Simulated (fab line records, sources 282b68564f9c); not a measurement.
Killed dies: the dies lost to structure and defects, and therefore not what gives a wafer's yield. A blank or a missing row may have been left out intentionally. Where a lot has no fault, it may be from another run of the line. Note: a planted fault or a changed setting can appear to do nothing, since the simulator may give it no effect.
fab line records	flow ritCmos
record lots=7	wafers=21	lastDay=6
route steps=202 shown GATE@77 FOX2@80 M1@202
lots untouched by any fault: they come from a run of this same line in which no faults occurred
startH: start of the lot's first displayed wafer, in hours after the record's first day	waitH: time in hours since the lot's previous step	" same as the row above	L1.1+2: a single row standing in for several wafers	- no value, or no start given	* or withheld: withheld	< > ~ a bound
route shown NAME@n: NAME is a module with steps in the file, n the number in the route of the first one	usual: the fault-free wafers' mean and standard deviation	same: alike in all rows	chamber/n: place in a boat	sites: each site's reading	_std_site: standard deviation across them	_edge_site: the outer-site mean with the inner-site mean subtracted	radiusMm: for every site, how far away it sits from the centre of the wafer	mask NAME#n: copy n	behind: the last tool/chamber to shape the wafer	hold: the reason the lot was held/the length of the hold in hours/how it ended	device: which transistor (n, p or np) failed to switch	end of line: tests of these same wafers at the route's end	where a step has no rows: the recipe by itself	killed: dies that structure and defects cost at the first sort, which is not the same as the wafer's yield	map: a wafer's dies, marking killed ones x, the rest . and places with no die _
set.NAME: setting as actually run; set.NAME@STEP: the setting as run at that earlier step	model.NAME: the simulator's own value behind a step, which no gauge read
lots seen at some steps along the route; tables by step, rows by wafer
services: the hour from which a tool's chamber was out of use, counted from the record's first day as startH (under 0 if before that day), plus the number of hours and why
## steps
# step RIT_GATE_CLEAN_02
# recipe chemistry=dHF	dilution=50:1	timeS=30
# step RIT_GATE_CLEAN_03
# recipe chemistry=SC2	mix=3:3:50	timeS=600	tempC=75	dry=n2Spin
# step RIT_GATE_CLEAN_04
# recipe chemistry=dHF	dilution=50:1	timeS=60	dry=n2Spin
# step RIT_FOX2_THK_MEAS_91
# recipe reads=SiO2_of_FOX2_OXIDATION_00
# usual FIELD_OXIDE_LEFT_2_THK=258/6.4
lot.wafer	tool	chamber	startH	waitH	FIELD_OXIDE_LEFT_2_THK[nm]
L975.3	filmMetro-04	-	32.26	0.0	257
L975.4	"	-	"	"	260
L975.6	"	-	"	"	254
L979.1	filmMetro-01	-	52.63	0.0	263
L979.2	"	-	"	"	267
L979.6	"	-	"	"	266
L986.1	filmMetro-04	-	87.12	0.0	251
L986.5	"	-	"	"	252
L986.6	"	-	"	"	253
L987.2	filmMetro-01	-	91.65	0.0	252
L987.4	"	-	"	"	247
L987.5	"	-	"	"	250
L990.2	filmMetro-01	-	106.92	0.0	243
L990.3	"	-	"	"	248
L990.5	"	-	"	"	252
L992.4	filmMetro-03	-	116.99	0.0	249
L992.5	"	-	"	"	257
L992.6	"	-	"	"	257
L993.2	filmMetro-04	-	123.04	0.0	259
L993.3	"	-	"	"	256
L993.4	"	-	"	"	254
# step RIT_GATE_OXIDATION_05
# recipe tempC=900	ambient=O2	targetThkA=30	oxTimeS=270
# step RIT_GATE_ANNEAL_06
# recipe tempC=900	timeS=600	ambient=N2O
# step RIT_GATE_THK_MEAS_07
# recipe reads=SiO2_of_GATE_OXIDATION_05
# usual GATE_OXIDE_THK=2.99/0.084
lot.wafer	tool	chamber	startH	waitH	GATE_OXIDE_THK[nm]
L975.3	filmMetro-04	-	33.64	0.0	2.89
L975.4	"	-	"	"	2.87
L975.6	"	-	"	"	2.89
L979.1	filmMetro-04	-	54.62	0.0	2.96
L979.2	"	-	"	"	2.95
L979.6	"	-	"	"	2.94
L986.1	filmMetro-01	-	88.50	0.0	2.89
L986.5	"	-	"	"	2.90
L986.6	"	-	"	"	2.92
L987.2	filmMetro-03	-	93.04	0.0	3.09
L987.4	"	-	"	"	3.05
L987.5	"	-	"	"	3.06
L990.2	filmMetro-04	-	108.39	0.0	2.96
L990.3	"	-	"	"	2.91
L990.5	"	-	"	"	2.93
L992.4	filmMetro-04	-	118.59	0.0	3.02
L992.5	"	-	"	"	2.99
L992.6	"	-	"	"	2.92
L993.2	filmMetro-01	-	124.43	0.0	2.85
L993.3	"	-	"	"	2.92
L993.4	"	-	"	"	2.94
# step RIT_GATE_CVD_08
# recipe material=poly-Si	targetThkNm=250	tempC=610	precursor=SiH4	timeS=2220	pressureMtorr=300	sih4FlowSccm=100
# step RIT_GATE_THK_MEAS_09
# recipe reads=poly-Si_of_GATE_CVD_08
# usual GATE_POLY_THK=249.1/2.1
lot.wafer	tool	chamber	startH	waitH	GATE_POLY_THK[nm]
L975.3	filmMetro-04	-	35.32	0.0	246.7
L975.4	"	-	"	"	248.3
L975.6	"	-	"	"	248.5
L979.1	filmMetro-01	-	56.29	0.0	248.7
L979.2	"	-	"	"	249.4
L979.6	"	-	"	"	248.7
L986.1	filmMetro-04	-	90.18	0.0	250.0
L986.5	"	-	"	"	247.2
L986.6	"	-	"	"	250.5
L987.2	filmMetro-01	-	94.71	0.0	250.4
L987.4	"	-	"	"	249.5
L987.5	"	-	"	"	249.7
L990.2	filmMetro-04	-	110.06	0.0	251.3
L990.3	"	-	"	"	248.9
L990.5	"	-	"	"	254.4
L992.4	filmMetro-04	-	122.09	0.0	249.2
L992.5	"	-	"	"	252.2
L992.6	"	-	"	"	252.4
L993.2	filmMetro-04	-	126.10	0.0	249.1
L993.3	"	-	"	"	246.2
L993.4	"	-	"	"	247.8
# step RIT_GATE_HMDS_10
# recipe primeTimeS=60	primeTempC=140
# step RIT_GATE_COAT_11
# recipe resist=NOVOLAK	spinRpm=4250	resistThkNm=850
# step RIT_GATE_SOFTBAKE_12
# recipe resist=NOVOLAK	tempC=90	timeS=60
# step RIT_GATE_EXPOSE_13
# recipe maskId=M6	na=0.6	sourceShape=conventional	sigmaOuter=0.6	targetCdNm=150	doseMj=380
# usual focusOffsetNm=0.0/0.54
lot.wafer	tool	chamber	startH	waitH	mask	focusOffsetNm	model.GATE.overlayXNm
L975.3	ilineStepper-01	0	35.88	0.1	M6#0	-0.6	-0.1657
L975.4	"	0	"	"	M6#0	-0.8	-0.1657
L975.6	"	0	"	"	M6#0	-0.4	-0.1657
L979.1	ilineStepper-02	0	57.07	0.3	M6#0	-0.4	0.3606
L979.2	"	0	"	"	M6#0	-0.2	0.3606
L979.6	"	0	"	"	M6#0	0.3	0.3606
L986.1	ilineStepper-01	0	90.81	0.2	M6#0	-0.6	130.3
L986.5	"	0	"	"	M6#0	-0.2	130.3
L986.6	"	0	"	"	M6#0	-0.3	130.3
L987.2	ilineStepper-01	0	95.30	0.1	M6#0	-0.8	130.3
L987.4	"	0	"	"	M6#0	0.1	130.3
L987.5	"	0	"	"	M6#0	-0.6	130.3
L990.2	ilineStepper-02	0	110.58	0.1	M6#0	0.6	-0.9471
L990.3	"	0	"	"	M6#0	0.0	-0.9471
L990.5	"	0	"	"	M6#0	0.9	-0.9471
L992.4	ilineStepper-01	0	122.83	0.3	M6#0	1.0	130.3
L992.5	"	0	"	"	M6#0	1.7	130.3
L992.6	"	0	"	"	M6#0	1.6	130.3
L993.2	ilineStepper-02	0	126.75	0.2	M6#0	-0.6	-0.144
L993.3	"	0	"	"	M6#0	0.3	-0.144
L993.4	"	0	"	"	M6#0	0.3	-0.144
# step RIT_GATE_PEB_14
# recipe resist=NOVOLAK	tempC=withheld	timeS=withheld
# step RIT_GATE_DEVELOP_15
# recipe resist=NOVOLAK	developTimeS=50	devTempC=23
# step RIT_GATE_CD_MEAS_16
# recipe targetCdNm=150
# usual cdNm=151.5/2.4
lot.wafer	tool	chamber	startH	waitH	cdNm
L975.3	cdSem-02	-	36.29	-	140.6
L975.4	"	-	"	"	147.2
L975.6	"	-	"	"	144.5
L979.1	cdSem-02	-	57.47	-	151.1
L979.2	"	-	"	"	152.8
L979.6	"	-	"	"	150.0
L986.1	cdSem-01	-	91.21	-	154.7
L986.5	"	-	"	"	151.4
L986.6	"	-	"	"	152.1
L987.2	cdSem-02	-	95.70	-	150.2
L987.4	"	-	"	"	155.5
L987.5	"	-	"	"	151.7
L990.2	cdSem-01	-	110.98	-	154.1
L990.3	"	-	"	"	151.3
L990.5	"	-	"	"	153.5
L992.4	cdSem-01	-	123.23	-	148.9
L992.5	"	-	"	"	149.2
L992.6	"	-	"	"	149.9
L993.2	cdSem-01	-	127.15	-	150.4
L993.3	"	-	"	"	149.2
L993.4	"	-	"	"	149.0
# step RIT_GATE_OVL_MEAS_17
# usual GATE_OVL=-0.4/1.2
lot.wafer	tool	chamber	startH	waitH	GATE_OVL[nm]
L975.3	overlay-01	-	36.38	0.1	0.5
L975.4	"	-	"	"	0.8
L975.6	"	-	"	"	1.5
L979.1	overlay-01	-	57.59	0.1	-1.4
L979.2	"	-	"	"	-2.2
L979.6	"	-	"	"	-0.2
L986.1	overlay-01	-	91.33	0.1	130.4
L986.5	"	-	"	"	130.2
L986.6	"	-	"	"	128.6
L987.2	overlay-01	-	95.81	0.1	130.6
L987.4	"	-	"	"	131.8
L987.5	"	-	"	"	129.5
L990.2	overlay-02	-	111.09	0.1	0.6
L990.3	"	-	"	"	-2.2
L990.5	"	-	"	"	-0.3
L992.4	overlay-01	-	123.31	0.1	131.3
L992.5	"	-	"	"	129.7
L992.6	"	-	"	"	129.4
L993.2	overlay-01	-	127.25	0.1	-0.2
L993.3	"	-	"	"	0.8
L993.4	"	-	"	"	-0.4
# step RIT_GATE_HARDBAKE_18
# recipe resist=NOVOLAK	tempC=140	timeS=60
# step RIT_M1_PROBE_99
# usual killedAtFrontEnd=7/3.1	killedDies=7/3.1	killedOpen=3.5/1.9	killedShort=3.6/2.1
# same grossDies=264	killed_at_M0_to_M3=0	killed_at_M4_up=0	killedAtBackSide=0	killedAtContacts=0	killedAtOther=0
lot.wafer	tool	chamber	startH	waitH	killedAtFrontEnd	killedDies	killedOpen	killedShort	model.etest.pldd.widthNm	model.etest.nldd.widthNm	model.etest.selectEdgeDiodeP.leakLog10A	model.etest.selectEdgeDiodeN.leakLog10A	model.etest.gateEndArray.leakLog10AUm
L975.3	prober-02	-	56.67	0.2	2	2	0	2	3161	3166	-10.29	-9.939	-12.79
L975.4	prober-02	-	56.72	0.2	9	9	7	2	3180	3177	-10.35	-9.749	-12.77
L975.6	prober-02	-	56.82	0.2	9	9	5	4	3166	3176	-10.45	-9.899	-12.89
L979.1	prober-02	-	78.49	0.1	7	7	3	4	3184	3168	-10.21	-9.77	-12.87
L979.2	prober-02	-	78.54	0.1	7	7	4	3	3191	3198	-10.35	-9.754	-12.81
L979.6	prober-02	-	78.74	0.2	9	9	3	6	3182	3195	-10.32	-10.02	-12.77
L986.1	prober-01	-	111.38	0.1	6	6	2	4	3132	3114	-9.156	-8.58	-12.37
L986.5	prober-01	-	111.58	0.2	6	6	2	4	3122	3121	-8.861	-8.42	-12.2
L986.6	prober-01	-	111.63	0.2	6	6	3	3	3121	3124	-8.617	-8.122	-12.06
L987.2	prober-02	-	115.88	0.1	5	5	1	4	3145	3157	-7.484	-7.169	-12.16
L987.4	prober-02	-	115.98	0.2	11	11	5	6	3139	3150	-6.96	-6.52	-12.12
L987.5	prober-02	-	116.03	0.2	5	5	2	3	3163	3133	-6.595	-6.115	-11.95
L990.2	prober-01	-	133.98	0.1	14	14	7	7	3221	3220	-10.38	-9.585	-12.79
L990.3	prober-01	-	134.03	0.2	10	10	5	5	3211	3206	-10.46	-9.789	-12.75
L990.5	prober-01	-	134.13	0.2	5	5	1	4	3213	3197	-10.18	-9.801	-12.83
L992.4	prober-01	-	143.59	0.2	7	7	3	4	3144	3123	-8.272	-7.393	-12.09
L992.5	prober-01	-	143.64	0.2	5	5	2	3	3138	3147	-8.223	-7.495	-11.98
L992.6	prober-01	-	143.69	0.2	16	16	8	8	3130	3135	-7.992	-7.341	-11.98
L993.2	prober-02	-	148.72	0.1	11	11	7	4	3202	3187	-10.24	-9.62	-12.76
L993.3	prober-02	-	148.77	0.2	10	10	6	4	3195	3196	-10.42	-9.683	-12.77
L993.4	prober-02	-	148.82	0.2	16	16	5	11	3193	3208	-10.27	-9.915	-12.76
# killed by level:class
L975.3 FOX2:geometricParticle:short=2
L975.4 SPACER:geometricParticle:open=3 FOX2:geometricParticle:open=2 SPACER:geometricParticle:short=2 FOX1:geometricParticle:open=1 GATE:geometricParticle:open=1
L975.6 GATE:geometricParticle:open=4 GATE:geometricParticle:short=2 FOX2:geometricParticle:short=1 SPACER:geometricParticle:open=1 SILICIDE:geometricParticle:short=1
L979.1 GATE:geometricParticle:short=2 REOX:geometricParticle:open=2 FOX2:geometricParticle:open=1 REOX:geometricParticle:short=1 SILICIDE:geometricParticle:short=1
L979.2 FOX1:geometricParticle:open=2 GATE:geometricParticle:short=2 FOX2:geometricParticle:open=1 REOX:geometricParticle:open=1 REOX:geometricParticle:short=1
L979.6 FOX1:geometricParticle:short=2 GATE:geometricParticle:short=2 GATE:geometricParticle:open=2 FOX1:geometricParticle:open=1 REOX:geometricParticle:short=1 SILICIDE:geometricParticle:short=1
L986.1 REOX:geometricParticle:open=2 SILICIDE:geometricParticle:short=2 FOX1:geometricParticle:short=1 REOX:geometricParticle:short=1
L986.5 FOX1:geometricParticle:open=1 FOX1:geometricParticle:short=1 FOX2:geometricParticle:open=1 GATE:geometricParticle:short=1 SPACER:geometricParticle:short=1 SILICIDE:geometricParticle:short=1
L986.6 FOX1:geometricParticle:short=2 FOX1:geometricParticle:open=1 REOX:geometricParticle:open=1 SPACER:geometricParticle:open=1 SILICIDE:geometricParticle:short=1
L987.2 FOX1:geometricParticle:short=1 FOX2:geometricParticle:short=1 GATE:geometricParticle:open=1 REOX:geometricParticle:short=1 SILICIDE:geometricParticle:short=1
L987.4 GATE:geometricParticle:short=2 SPACER:geometricParticle:short=2 SILICIDE:geometricParticle:open=2 FOX1:geometricParticle:open=1 FOX1:geometricParticle:short=1 GATE:geometricParticle:open=1 REOX:geometricParticle:short=1 SPACER:geometricParticle:open=1
L987.5 FOX1:geometricParticle:short=1 GATE:geometricParticle:open=1 REOX:geometricParticle:short=1 REOX:geometricParticle:open=1 SILICIDE:geometricParticle:short=1
L990.2 GATE:geometricParticle:open=3 FOX2:geometricParticle:short=2 GATE:geometricParticle:short=2 SPACER:geometricParticle:short=2 FOX1:geometricParticle:open=1 REOX:geometricParticle:short=1 REOX:geometricParticle:open=1 SPACER:geometricParticle:open=1
L990.3 SILICIDE:geometricParticle:open=4 REOX:geometricParticle:short=2 SILICIDE:geometricParticle:short=2 GATE:geometricParticle:short=1 GATE:geometricParticle:open=1
L990.5 FOX1:geometricParticle:short=2 SPACER:geometricParticle:short=2 GATE:geometricParticle:open=1
L992.4 GATE:geometricParticle:open=2 GATE:geometricParticle:short=2 SILICIDE:geometricParticle:short=2 REOX:geometricParticle:open=1
L992.5 FOX1:geometricParticle:short=2 FOX1:geometricParticle:open=1 SPACER:geometricParticle:open=1 SILICIDE:geometricParticle:short=1
L992.6 GATE:geometricParticle:open=5 GATE:geometricParticle:short=5 FOX1:geometricParticle:short=1 FOX1:geometricParticle:open=1 FOX2:geometricParticle:short=1 FOX2:geometricParticle:open=1 SPACER:geometricParticle:open=1 SILICIDE:geometricParticle:short=1
L993.2 REOX:geometricParticle:open=3 GATE:geometricParticle:open=2 SPACER:geometricParticle:short=2 SILICIDE:geometricParticle:open=2 GATE:geometricParticle:short=1 REOX:geometricParticle:short=1
L993.3 GATE:geometricParticle:short=3 GATE:geometricParticle:open=2 SPACER:geometricParticle:open=2 SILICIDE:geometricParticle:open=2 FOX1:geometricParticle:short=1
L993.4 GATE:geometricParticle:short=7 REOX:geometricParticle:open=3 GATE:geometricParticle:open=2 REOX:geometricParticle:short=2 SPACER:geometricParticle:short=1 SILICIDE:geometricParticle:short=1
## services
tool	chamber	startH	hours	kind
ilineStepper-02	-	14.64	4.4	pm
ilineStepper-01	-	19.16	4.4	pm
ilineStepper-02	-	34.93	1.7	pm
ilineStepper-01	0	101.34	-	calibration
## key
firstSign step=RIT_GATE_OVL_MEAS_17	reading=GATE_OVL	direction=up	sigmas=99+	usual=-0.4	struck=130.2
effect none on later readings
modelEffect step=RIT_GATE_EXPOSE_13	value=GATE.overlayXNm	without=0.2869	struck=130.3
modelEffect step=RIT_M1_PROBE_99	value=etest.pldd.widthNm	without=3194	struck=3137
metAt RIT_GATE_EXPOSE_13
struckWafers L986.1,L986.5,L986.6,L987.2,L987.4,L987.5,L992.4,L992.5,L992.6
testerLeftOut L986,L987,L992
onsetBetween 35.88 90.81
fault kind=scannerMatchingOverlay	tool=ilineStepper-01	chamber=-	onsetH=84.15	steps=RIT_GATE_EXPOSE_13	offset=130
# testerLeftOut: of these lots the tester's yield and bins aren't shown, on N5 and GAA mostly nor the transistor test; their killed dies are dies lost to structure and defects alone, not to doping, threshold or leakage, so they don't give the yield
